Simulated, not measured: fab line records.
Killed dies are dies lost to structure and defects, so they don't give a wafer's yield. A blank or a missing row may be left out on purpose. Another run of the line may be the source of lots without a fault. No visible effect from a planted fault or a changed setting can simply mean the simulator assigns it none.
Split-lot study ; flow berkeley-cmos170 ; route with 331 steps; 5 lots, 23 wafers read

== THE SPLIT ==
At UCB170_NWELL_CVD_04 (deposits Si3N4 from SiH2Cl2/NH3, target thk 224 nm, time 3360 s), the setting sih2cl2-flow-sccm was moved away from the recipe's 25 sccm on 15 of the 23 wafers read, by -10.2% to +7.4%. All remaining wafers had this setting at the recipe value.

The split's own step is where the reading is taken.

== THE READING ==
Si3N4_of_NWELL_CVD_04.thk-nm (the simulator's own value, which no gauge read), in nm, at UCB170_NWELL_CVD_04 (deposits Si3N4 from SiH2Cl2/NH3, target thk 224 nm, time 3360 s). The file does not state a usual value for it. Average 226.2 nm, standard deviation 2.8 nm, over the 8 wafers here run with the recipe.

wafer;tool, chamber at the split;sih2cl2-flow-sccm as run, sccm;against the recipe;Si3N4_of_NWELL_CVD_04.thk-nm, nm;against lot-mates on the recipe
L075.1;-, -;22.51;-10.0%;216.6;no lot-mate on the recipe
L075.2;-, -;22.51;-10.0%;217.5;no lot-mate on the recipe
L075.3;-, -;22.51;-10.0%;217.7;no lot-mate on the recipe
L075.4;-, -;22.51;-10.0%;217.9;no lot-mate on the recipe
L075.5;-, -;22.51;-10.0%;218.9;no lot-mate on the recipe
L076.1;-, -;25;recipe;227.2;-
L076.3;-, -;25;recipe;230.5;-
L076.4;-, -;25;recipe;228;-
L076.5;-, -;25;recipe;228.1;-
L076.6;-, -;25;recipe;227.3;-
L078.1;lpcvd-01, 0;25;recipe;222.7;-
L078.3;lpcvd-01, 0;25;recipe;222.4;-
L078.5;lpcvd-01, 0;25;recipe;223.2;-
L079.1;-, -;26.85;+7.4%;231.1;no lot-mate on the recipe
L079.2;-, -;26.85;+7.4%;229.9;no lot-mate on the recipe
L079.3;-, -;26.85;+7.4%;229.8;no lot-mate on the recipe
L079.5;-, -;26.85;+7.4%;230.9;no lot-mate on the recipe
L079.6;-, -;26.85;+7.4%;226.6;no lot-mate on the recipe
L082.1;-, -;22.44;-10.2%;216.9;no lot-mate on the recipe
L082.2;-, -;22.44;-10.2%;216.9;no lot-mate on the recipe
L082.3;-, -;22.44;-10.2%;218;no lot-mate on the recipe
L082.4;-, -;22.44;-10.2%;217.5;no lot-mate on the recipe
L082.6;-, -;22.44;-10.2%;218.8;no lot-mate on the recipe

THE FIT
A straight line over all 23 wafers: Si3N4_of_NWELL_CVD_04.thk-nm changes by +0.717 nm for each +1% of sih2cl2-flow-sccm; r = +0.93; the points scatter about the line by 2.1 nm.
Too few moved wafers have a lot-mate on the recipe to fit a line with each lot's own level taken away.

== FILE'S OWN FIT ==
Si3N4_of_NWELL_CVD_04.thk-nm changes by +0.715 nm for each +1% of sih2cl2-flow-sccm, r = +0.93.
